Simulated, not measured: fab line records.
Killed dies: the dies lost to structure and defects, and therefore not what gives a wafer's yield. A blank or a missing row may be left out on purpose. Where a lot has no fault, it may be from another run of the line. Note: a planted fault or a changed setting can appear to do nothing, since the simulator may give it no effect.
Problem report, 8D (eight disciplines) form, completed by code -- flow berkeley_cmos170 -- the parts of the form that need people (team, actions taken, sign-off) are left out

== 1. WHAT IS WRONG ==
Wafers without a fault read 100.02 W, standard deviation 0.27; bias_w at UCB170_M1_ETCH_11 reads a mean of 91.06 W on 6 wafers belonging to 2 lots. Relative to the usual mean, that is a shift of -33 standard deviations.
The step: etches BARC in N2/H2.
First observed at day 9 21:30: wafer L671.2, on rie_diel-03. Wafers with a number at this step in the record: 42, from 14 lots. Rule for "out" (also "out of limits"): further than 4 standard deviations from the usual mean. Any other wafer with a number is counted as sound.

== 2. WHAT IT IS AND WHAT IT IS NOT ==
question,is,is not
which readings at this step,bias_w,"drypump_motor_current_A, throttle_valve_pct"
which lots,"L671, L674","L659, L660, L662, L663, L665, L667, L668, L669, L670, L679, L680, L681"
which wafers of those lots,all that have a number,-
read on which tools,rie_diel-03,"rie_diel-01, rie_diel-04"
when,from day 9 21:30,"up to then (27 sound wafers); but 9 sound wafers of L679, L680, L681 came after"

== 3. WHAT RULES OUT EACH SUSPECT ==
Counting: any tool at a process step up to the reading is kept as a suspect provided that every lot that is out went through it and no sound lot did after the first of them.
- rie_diel-03 at UCB170_M1_ETCH_11 (etches BARC in N2/H2): kept. It ran every lot that is out, first L671 (day 9 21:30), and no sound lot after that; its last sound lot up to then is L670 (day 9 15:53). Its own bias_w readings are out on those wafers.
After counting, what remains is rie_diel-03 at UCB170_M1_ETCH_11.

== 4. THE CAUSE (what the simulator had put in) ==
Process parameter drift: rie_diel-03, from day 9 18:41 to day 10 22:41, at UCB170_M1_ETCH_11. Setting bias_w, moved by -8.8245, from 100. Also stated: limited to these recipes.
This tool alone remained once counting was done.

== 5. THE EFFECT CHAIN, in route order ==
Each row: a reading where the mean over the struck wafers with a number is more than 3 standard deviations away from the usual. Readings are gone through only where the record gives a usual standard deviation; hours: the median, over the lots, of the time from a lot's start at the first step in this table giving one to that lot's start at this step; sigmas: the change measured in usual standard deviations.
hours,step,reading,usual,on struck wafers,change,sigmas
0,UCB170_M1_ETCH_11,bias_w,100.02 W,91.06,-8.96,-33
It contains these process steps:
- UCB170_M1_ETCH_11: etches BARC in N2/H2.
Later steps that measure or inspect, where all struck wafers having a row at the step show a number for every such reading and not one has moved that far: UCB170_V1_THK_MEAS_01, UCB170_V1_THK_MEAS_04.

== 6. WHAT WOULD HAVE CAUGHT IT SOONER ==
In this record no reading fell out of limits until day 9 21:30, 3 hours after the fault had begun at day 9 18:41.
